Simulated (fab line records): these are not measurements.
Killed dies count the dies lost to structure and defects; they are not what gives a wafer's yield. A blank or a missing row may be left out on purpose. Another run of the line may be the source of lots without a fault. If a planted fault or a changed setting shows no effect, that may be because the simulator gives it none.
What tool caused it?    flow berkeley_cmos170    13 lots with 39 wafers sampled at 6 steps, on a route of 331 steps

== WHAT EACH GAUGE READ, for each wafer ==
UCB170_NWELL_THK_MEAS_05. Usual: NWELL_NITRIDE_THK gives 227.0 nm (standard deviation 2).
lot   measured     on             NWELL_NITRIDE_THK (nm)  flag
L601  day 2 09:43  film_metro-02  230.5 230.9 229.8       
L602  day 2 15:10  film_metro-01  224.7 227.2 226.3       
L603  day 2 20:04  film_metro-03  223.9 224.6 224.5       
L614  day 5 01:23  film_metro-02  256.7 256.4 255.5       OFF
L616  day 5 14:38  film_metro-01  224.1 225.0 225.2       
L617  day 5 20:40  film_metro-01  227.8 226.2 226.4       
L618  day 6 00:31  film_metro-03  225.1 227.4 227.8       
L619  day 6 04:39  film_metro-01  226.5 225.5 221.9       
L620  day 6 10:25  film_metro-03  226.6 228.0 227.3       
L621  day 6 15:45  film_metro-03  228.1 230.5 229.4       
L622  day 6 15:49  film_metro-03  228.8 226.4 229.0       
L623  day 6 15:52  film_metro-01  228.6 229.8 231.1       
L624  day 7 03:53  film_metro-01  229.2 228.0 227.0       

UCB170_NWELL_OVL_MEAS_12. Usual: NWELL_OVL gives 1 nm (standard deviation 5).
lot   measured     on          NWELL_OVL (nm)  flag
L601  day 2 10:37  overlay-02  0 -3 -6         
L602  day 2 16:04  overlay-01  8 -3 12         
L603  day 2 22:05  overlay-02  2 -4 4          
L614  day 5 02:26  overlay-02  9 3 0           
L616  day 5 15:32  overlay-02  -10 -9 -6       
L617  day 5 21:41  overlay-02  -6 -1 1         
L618  day 6 01:52  overlay-02  -5 5 -5         
L619  day 6 05:49  overlay-01  4 5 2           
L620  day 6 12:06  overlay-01  2 2 3           
L621  day 6 16:47  overlay-02  -1 -1 -3        
L622  day 6 16:53  overlay-01  2 2 4           
L623  day 6 17:27  overlay-01  -1 5 -4         
L624  day 7 05:00  overlay-01  -7 -5 -1        

UCB170_PWELL_THK_MEAS_03. Usual: PWELL_OXIDE_THK gives 26.4 nm (standard deviation 0.53).
lot   measured     on             PWELL_OXIDE_THK (nm)  flag
L601  day 2 17:25  film_metro-01  25.9 26.1 26.1        
L602  day 3 01:29  film_metro-04  26.1 26.3 26.5        
L603  day 3 09:17  film_metro-03  25.5 25.4 26.1        
L614  day 5 12:59  film_metro-01  26.4 26.5             
L616  day 6 03:00  film_metro-01  26.4 26.4 26.2        
L617  day 6 06:58  film_metro-03  25.6 26.0 25.7        
L618  day 6 11:11  film_metro-04  25.7 25.6 25.7        
L619  day 6 15:07  film_metro-04  26.5 26.0 26.5        
L620  day 6 21:55  film_metro-01  26.1 26.7 26.5        
L621  day 7 04:11  film_metro-03  26.0 26.5 26.0        
L622  day 7 04:11  film_metro-04  26.9 26.5 27.0        
L623  day 7 04:12  film_metro-01  25.9 25.5 26.2        
L624  day 7 14:41  film_metro-03  26.8 26.7 26.5        

== WHICH TOOL RAN EACH LOT (tool, then ch and the chambers of the sampled wafers, then the start) ==
lot   UCB170_ZERO_STRIP_07                 UCB170_NWELL_CVD_04         UCB170_NWELL_ETCH_13
L601  plasma_asher-04 ch 0,1, day 1 21:09  lpcvd-02 ch 0, day 2 07:47  rie_diel-03 ch 0,1,2, day 2 10:39
L602  plasma_asher-04 ch 0,1, day 2 01:26  lpcvd-02 ch 0, day 2 13:14  rie_diel-02 ch 1,2,3, day 2 16:06
L603  plasma_asher-04 ch 0,1, day 2 06:39  lpcvd-02 ch 1, day 2 18:07  rie_diel-02 ch 0,2,3, day 2 22:07
L614  plasma_asher-03 ch 0,1, day 4 12:25  lpcvd-01 ch 1, day 4 23:27  rie_diel-02 ch 2,3, day 5 02:28
L616  plasma_asher-03 ch 0,1, day 5 00:46  lpcvd-01 ch 0, day 5 11:39  rie_diel-02 ch 0,2,3, day 5 15:35
L617  plasma_asher-04 ch 0,1, day 5 05:22  lpcvd-02 ch 1, day 5 17:44  rie_diel-02 ch 0,2, day 5 21:43
L618  plasma_asher-04 ch 0,1, day 5 12:13  lpcvd-02 ch 0, day 5 22:34  rie_diel-01 ch 0,2,3, day 6 01:53
L619  plasma_asher-03 ch 0,1, day 5 16:23  lpcvd-02 ch 1, day 6 02:43  rie_diel-02 ch 0,2, day 6 05:50
L620  plasma_asher-04 ch 0,1, day 5 22:31  lpcvd-02 ch 1, day 6 07:31  rie_diel-01 ch 1,2,3, day 6 12:08
L621  plasma_asher-04 ch 0,1, day 6 04:16  lpcvd-02 ch 1, day 6 13:49  rie_diel-02 ch 0,2,3, day 6 16:49
L622  plasma_asher-02 ch 0,1, day 6 04:31  lpcvd-02 ch 0, day 6 13:49  rie_diel-01 ch 0,2,3, day 6 16:56
L623  plasma_asher-03 ch 0,1, day 6 04:49  lpcvd-02 ch 1, day 6 13:49  rie_diel-03 ch 0,1,2, day 6 17:28
L624  plasma_asher-02 ch 1, day 6 14:30    lpcvd-02 ch 0, day 7 01:58  rie_diel-01 ch 1,3, day 7 05:02
- UCB170_ZERO_STRIP_07: strips in O2.
- UCB170_NWELL_CVD_04: deposits Si3N4 from SiH2Cl2/NH3, target thk 224 nm, time 3360 s.
- UCB170_NWELL_ETCH_13: etches Si3N4 in CH3F/Ar/O2, stops on SiO2, target depth 246.4 nm, time 154 s.

== AS READ BY THE TOOLS THEMSELVES (means over the sampled wafers that have a number; for cases with no such wafer, the mark the record gives instead) ==
UCB170_ZERO_STRIP_07. Usual: drypump_motor_current_A 5.8 A, standard deviation 0.43; oes_product_au 0.728 a.u., standard deviation 0.0043; strip_time_to_endpoint_s 21.47 s, standard deviation 0.071.
lot   tool             drypump_motor_current_A (A)  oes_product_au (a.u.)  strip_time_to_endpoint_s (s)  flag
L601  plasma_asher-04  5.9                          0.726                  21.48                         
L602  plasma_asher-04  6.1                          0.727                  21.37                         
L603  plasma_asher-04  5.9                          0.729                  21.49                         
L614  plasma_asher-03  5.9                          0.731                  21.51                         
L616  plasma_asher-03  6.0                          0.727                  21.55                         
L617  plasma_asher-04  5.9                          0.728                  21.47                         
L618  plasma_asher-04  5.9                          0.731                  21.51                         
L619  plasma_asher-03  5.7                          0.730                  21.47                         
L620  plasma_asher-04  5.9                          0.728                  21.56                         
L621  plasma_asher-04  6.1                          0.729                  21.57                         
L622  plasma_asher-02  5.1                          0.731                  21.55                         
L623  plasma_asher-03  5.7                          0.724                  21.48                         
L624  plasma_asher-02  5.1                          0.723                  21.46                         

UCB170_NWELL_CVD_04. Usual: sih2cl2_flow_sccm 24.99 sccm, standard deviation 0.065; zone_power_centre_pct 37.9 %, standard deviation 2.
lot   tool      sih2cl2_flow_sccm (sccm)  zone_power_centre_pct (%)  flag
L601  lpcvd-02  25.03                     40.2                       
L602  lpcvd-02  24.95                     41.0                       
L603  lpcvd-02  24.96                     37.6                       
L614  lpcvd-01  37.47                     36.1                       OFF
L616  lpcvd-01  24.98                     35.1                       
L617  lpcvd-02  25.04                     37.3                       
L618  lpcvd-02  24.98                     40.5                       
L619  lpcvd-02  24.92                     36.9                       
L620  lpcvd-02  24.97                     37.3                       
L621  lpcvd-02  25.05                     37.8                       
L622  lpcvd-02  24.94                     40.1                       
L623  lpcvd-02  25.05                     37.3                       
L624  lpcvd-02  25.11                     40.4                       

UCB170_NWELL_ETCH_13. Usual: O2_flow_sccm 7.004 sccm, standard deviation 0.02; drypump_motor_current_A 5.7 A, standard deviation 0.61; oes_product_au 0.953 a.u., standard deviation 0.016; rf_fwd_power_W 448.0 W, standard deviation 1.4; throttle_valve_pct 8.08 %, standard deviation 0.067.
lot   tool         O2_flow_sccm (sccm)  drypump_motor_current_A (A)  oes_product_au (a.u.)  rf_fwd_power_W (W)  throttle_valve_pct (%)  flag
L601  rie_diel-03  6.993                6.3                          0.954                  446.1               8.09                    
L602  rie_diel-02  7.005                5.1                          0.951                  446.9               8.06                    
L603  rie_diel-02  6.987                5.2                          0.938                  447.8               8.02                    
L614  rie_diel-02  6.995                5.3                          1.002                  448.8               8.01                    OFF
L616  rie_diel-02  7.002                5.2                          0.940                  447.6               8.01                    
L617  rie_diel-02  6.999                5.2                          0.934                  448.2               8.02                    
L618  rie_diel-01  7.008                6.2                          0.952                  448.4               8.12                    
L619  rie_diel-02  6.996                5.1                          0.928                  447.8               8.01                    
L620  rie_diel-01  7.011                6.0                          0.964                  447.9               8.17                    
L621  rie_diel-02  7.013                5.2                          0.954                  448.5               8.01                    
L622  rie_diel-01  7.014                6.1                          0.955                  447.9               8.12                    
L623  rie_diel-03  7.008                6.3                          0.954                  449.8               8.08                    
L624  rie_diel-01  7.006                5.6                          0.963                  447.8               8.19                    

== THE ANSWER, worked out from the rows above alone ==
Rule: lot off if the mean of its wafers having a number is beyond 3 standard deviations from the usual mean. A lot without any number at a reading at which 4 lots or more have one is off too. The other lots that the step has rows for count as sound. Order of review: gauges by route order, followed by the tools' own readings, for which a lot's mean as printed above is used. At the first step where some lot is off, the reading lying furthest off is the one used; lots without a number count as furthest.
Off: L614, at UCB170_NWELL_THK_MEAS_05 (NWELL_NITRIDE_THK).
If a tool, at a process step before that reading, ran all the lots that are off and no sound lot after the first of them, it fits. The gauges at UCB170_NWELL_THK_MEAS_05 aren't tried: what is off there is off at UCB170_NWELL_CVD_04 too, on other tools, and a gauge's error can't cause that. Of those tried, none fits.

== WHAT HAD BEEN PUT IN BY THE SIMULATOR ==
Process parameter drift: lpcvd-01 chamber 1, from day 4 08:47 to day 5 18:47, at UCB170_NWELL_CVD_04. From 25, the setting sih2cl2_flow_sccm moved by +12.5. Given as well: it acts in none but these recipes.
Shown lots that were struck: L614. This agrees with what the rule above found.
